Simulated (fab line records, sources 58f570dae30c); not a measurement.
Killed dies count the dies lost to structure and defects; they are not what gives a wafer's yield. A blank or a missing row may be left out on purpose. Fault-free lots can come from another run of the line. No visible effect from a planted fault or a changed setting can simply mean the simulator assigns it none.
Struck lot and sound lot, side by side :: flow berkeley-cmos170 :: 43 out of 331 route steps
Sound: these wafers, L687.1, L687.4, L687.6. Struck: wafers L694.1, L694.2, L694.6. The cause is named last.
At each step with rows: each side's tool, then ch and its chambers, then its first start. Under that, the readings that differ: sound wafers :: struck wafers :: difference of the means :: sigmas: that difference in standard deviations of wafers without a fault.
alike: readings with means less than 2 such deviations apart, plus words and numbers identical on both sides. not compared: withheld readings, readings lacking a value on some wafer, bounds such as >300 that could conceal the same value, and numbers that have no deviation in the record and whose values overlap.
The two part at a step that has a row with sigmas, a row that says differs or no value, or rows on one side only. Numbers that have no deviation but don't overlap get no sigmas and don't part them. Lack of a reading on every wafer of one side parts them only where that side has two or more wafers.

first, 1 step without rows for these wafers: UCB170_PLDD_IMPLANT_09.
UCB170_PLDD_STRIP_10: strips in O2.
  sound on plasma-asher-02 ch 0,1, day 6 10:29; struck on plasma-asher-01 ch 0,1, day 8 10:39
  alike: drypump-motor-current-A, oes-product-au, strip-time-to-endpoint-s
  not compared: rf-hours-counter-h
UCB170_PLDD_TW_MEAS_11:
  sound on film-metro-04 at day 6 10:35; struck on film-metro-04 at day 8 10:45
  alike: PLDD_TW
then, 7 steps without rows for these wafers: UCB170_PLDD_CLEAN_12 (cleans in SPM, time 600 s); UCB170_NLDD_HMDS_00 (prime time 60 s); UCB170_NLDD_COAT_01 (resist thk 900 nm); UCB170_NLDD_SOFTBAKE_02 (time 60 s); UCB170_NLDD_EXPOSE_03 (exposes mask NSELECT, target cd 1200 nm); UCB170_NLDD_PEB_04; UCB170_NLDD_DEVELOP_05 (develop time 45 s).
UCB170_NLDD_CD_MEAS_06: target cd 1200 nm.
  sound on cd-sem-01 at day 6 13:07; struck on cd-sem-01 at day 8 12:16
  alike: cd-nm
UCB170_NLDD_OVL_MEAS_07:
  sound on overlay-02 at day 6 13:14; struck on overlay-02 at day 8 12:23
  alike: NLDD_OVL
UCB170_NLDD_IMPLANT_08:
  sound on implanter-03 ch 0, day 6 13:16; struck on implanter-03 ch 0, day 8 12:25
reading: implant-ion-amu
sound: 75 75 75
struck: 49 49 49
difference: -26
sigmas: 

reading: model.implant.drp-nm (nm)
sound: 9.611 9.611 9.611
struck: 12.97 12.97 12.97
difference: +3.36
sigmas: 

reading: model.implant.rp-nm (nm)
sound: 21.21 21.21 21.21
struck: 23.79 23.79 23.79
difference: +2.58
sigmas: 
  alike: dose-ions-cm2, rotation-deg
after that, 1 step had no rows for these wafers: UCB170_NLDD_IMPLANT_09.
UCB170_NLDD_STRIP_10: strips in O2.
  sound on plasma-asher-01 ch 0,1, day 6 13:34; struck on plasma-asher-01 ch 0,1, day 8 12:43
  alike: drypump-motor-current-A, oes-product-au, strip-time-to-endpoint-s
  not compared: rf-hours-counter-h
UCB170_NLDD_TW_MEAS_11:
  sound on film-metro-03 at day 6 13:40; struck on film-metro-04 at day 8 12:49
reading: NLDD_TW
sound: 2237 2213 2225
struck: 1923 1926 1911
difference: -305
sigmas: -23
then, 1 step without rows for these wafers: UCB170_NLDD_CLEAN_12 (cleans in SPM, time 600 s).
UCB170_SPACER_CVD_00: deposits SiO2 from TEOS/O2, target thk 376 nm, time 47 s.
  sound on pecvd-01 ch 0,1,2, day 6 13:55; struck on pecvd-04 ch 1,2, day 8 13:04
  alike: heater-power-w
UCB170_SPACER_THK_MEAS_01:
  sound on film-metro-01 at day 6 13:58; struck on film-metro-01 at day 8 13:07
  alike: SPACER_TEOS_THK
then, 1 step without rows for these wafers: UCB170_SPACER_ANNEAL_02 (time 1800 s).
UCB170_SPACER_ETCHBACK_03: etches SiO2 in CHF3/CF4/Ar, stops on Si, target depth 376 nm, time 100 s.
  sound on rie-diel-01 ch 2,3, day 6 17:14; struck on rie-diel-03 ch 1,2,3, day 8 19:01
  alike: drypump-motor-current-A, oes-product-au, throttle-valve-pct
  not compared: rf-hours-counter-h
then, 6 steps without rows for these wafers: UCB170_PSD_HMDS_00 (prime time 60 s); UCB170_PSD_COAT_01 (resist thk 900 nm); UCB170_PSD_SOFTBAKE_02 (time 60 s); UCB170_PSD_EXPOSE_03 (exposes mask PSELECT MOD, target cd 1200 nm); UCB170_PSD_PEB_04; UCB170_PSD_DEVELOP_05 (develop time 45 s).
UCB170_PSD_CD_MEAS_06: target cd 1200 nm.
  sound on cd-sem-02 at day 6 19:28; struck on cd-sem-02 at day 8 20:38
  alike: cd-nm
UCB170_PSD_OVL_MEAS_07:
  sound on overlay-01 at day 6 19:35; struck on overlay-01 at day 8 20:45
  alike: PSD_OVL
after that, 1 step had no rows for these wafers: UCB170_PSD_IMPLANT_08.
UCB170_PSD_STRIP_09: strips in O2.
  sound on plasma-asher-03 ch 0,1, day 6 19:47; struck on plasma-asher-04 ch 0,1, day 8 20:59
  alike: drypump-motor-current-A, oes-product-au, strip-time-to-endpoint-s
  not compared: rf-hours-counter-h
UCB170_PSD_TW_MEAS_10:
  sound on film-metro-03 at day 6 19:53; struck on film-metro-04 at day 8 21:05
  alike: PSD_TW
then, 7 steps without rows for these wafers: UCB170_PSD_CLEAN_11 (cleans in SPM, time 600 s); UCB170_NSD_HMDS_00 (prime time 60 s); UCB170_NSD_COAT_01 (resist thk 900 nm); UCB170_NSD_SOFTBAKE_02 (time 60 s); UCB170_NSD_EXPOSE_03 (exposes mask NSELECT MOD, target cd 1200 nm); UCB170_NSD_PEB_04; UCB170_NSD_DEVELOP_05 (develop time 45 s).
UCB170_NSD_CD_MEAS_06: target cd 1200 nm.
  sound on cd-sem-02 at day 6 21:31; struck on cd-sem-01 at day 9 01:04
  alike: cd-nm
UCB170_NSD_OVL_MEAS_07:
  sound on overlay-01 at day 6 21:38; struck on overlay-01 at day 9 01:11
  alike: NSD_OVL
after that, 1 step had no rows for these wafers: UCB170_NSD_IMPLANT_08.
UCB170_SDANNEAL_RS_MEAS_05: a four-point-probe measurement.
  sound on film-metro-03 at day 6 23:22; struck on film-metro-03 at day 9 02:55
reading: NLDD_RS (ohm/sq)
sound: 618.1 618.4 617.3
struck: - - -
difference: no value on the struck wafers
sigmas: 

## WHERE THEY PART
Last at UCB170_SDANNEAL_RS_MEAS_05 as far as this record goes, first at UCB170_NLDD_TW_MEAS_11.

WHY: the cause the simulator had injected
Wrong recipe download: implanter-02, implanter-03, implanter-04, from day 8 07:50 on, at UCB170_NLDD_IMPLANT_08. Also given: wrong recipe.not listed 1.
